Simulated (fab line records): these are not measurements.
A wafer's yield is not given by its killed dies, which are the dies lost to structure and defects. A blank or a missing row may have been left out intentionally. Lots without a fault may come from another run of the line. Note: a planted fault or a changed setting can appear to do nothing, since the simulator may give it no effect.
Comparing a struck lot with a sound one || flow rit cmos || 15 out of 202 route steps
Sound: these wafers, L641.3, L641.4, L641.5. Wafers L651.2, L651.4, L651.6 were the ones struck. The cause is given at the end.
Per side, at each step with rows, come the tool, then ch with its chambers, and then its first start. Under that, the readings that differ: sound wafers || struck wafers || difference of the means || sigmas: that difference in standard deviations of wafers without a fault.
alike: words and numbers the same on both sides, and readings whose means are apart by under 2 such deviations; not compared: readings that were withheld, readings missing a value for some wafer, numbers with overlapping values and no deviation given by the record, and bounds like >300 which may hide the same value.
A row with sigmas, a row that says differs or no value, or rows on one side alone: a step with any of these is where the two part. Non-overlapping numbers with no deviation appear without sigmas and do not part them. A reading that every wafer of one side lacks parts them only if that side has two wafers or more.

RIT_CONTACT_STRIP_12: strips in O2, time 180 s.
  sound on plasma asher-01 ch 0,1, day 3 10:26; struck on plasma asher-03 ch 0,1, day 5 17:35
  alike: drypump motor current A, o2 flow sccm
  not compared: rf hours counter h
RIT_CONTACT_CD_MEAS_90 targets a cd of 1000 nm.
  sound on cd sem-02, day 3 10:35; struck on cd sem-01, day 5 17:46
  alike: cd nm
then, 2 steps without rows for these wafers: RIT_CONTACT_CLEAN_13 (cleans in SC1, time 600 s); RIT_CONTACT_CLEAN_14 (cleans in SC2, time 600 s).
RIT_M1_SPUTTER_00: material Al, target thk 400 nm, time 500 s.
  sound on pvd sputter-03, day 3 11:01; struck on pvd sputter-02, day 5 18:13
  alike: throttle valve pct
RIT_M1_RS_MEAS_01: the measuring method here is four-point-probe.
  sound on film metro-02, day 3 11:21; struck on film metro-01, day 5 18:32
  alike: M1_AL_RS
RIT_M1_THK_MEAS_02: measures by xrf.
  sound on film metro-02, day 3 11:27; struck on film metro-01, day 5 18:39
  alike: M1_AL_THK
then, 5 steps without rows for these wafers: RIT_M1_HMDS_03 (prime time 60 s); RIT_M1_COAT_04 (resist thk 1300 nm); RIT_M1_SOFTBAKE_05 (time 60 s); RIT_M1_EXPOSE_06 (exposes mask M12, target cd 2600 nm); RIT_M1_PEB_07.
RIT_M1_DEVELOP_08: develop time 65.5 s.
  sound on litho track-01 ch 0, day 3 12:00; struck on litho track-02 ch 0, day 5 19:00
{"reading": "developer temp C (C)", "sound": "22.94 23.06 23.06", "struck": "23.69 23.60 23.62", "difference": "+0.62", "sigmas": "+6"}
  alike: chill plate temp C, resist line temp C
RIT_M1_CD_MEAS_09 targets a cd of 2600 nm.
  sound on cd sem-02, day 3 12:25; struck on cd sem-01, day 5 19:44
  alike: cd nm
RIT_M1_PROBE_99:
  sound on prober-01, day 3 18:42; struck on prober-02, day 5 22:25
  alike: defect limited yield, killed at front end, killed dies, killed open, killed short, sort_bin_3_pad_short, sort_bin_5_function, sort_bin_6_memory, sort n pass, sort yield pct

== WHERE THEY PART ==
At RIT_M1_DEVELOP_08 and nowhere else, as far as this record goes. Later steps at which nothing parts them and some readings are alike: RIT_M1_CD_MEAS_09, RIT_M1_PROBE_99.

WHY: what the simulator had put in
Process parameter drift: litho track-02, from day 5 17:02 on, at RIT_M1_DEVELOP_08. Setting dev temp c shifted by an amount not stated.
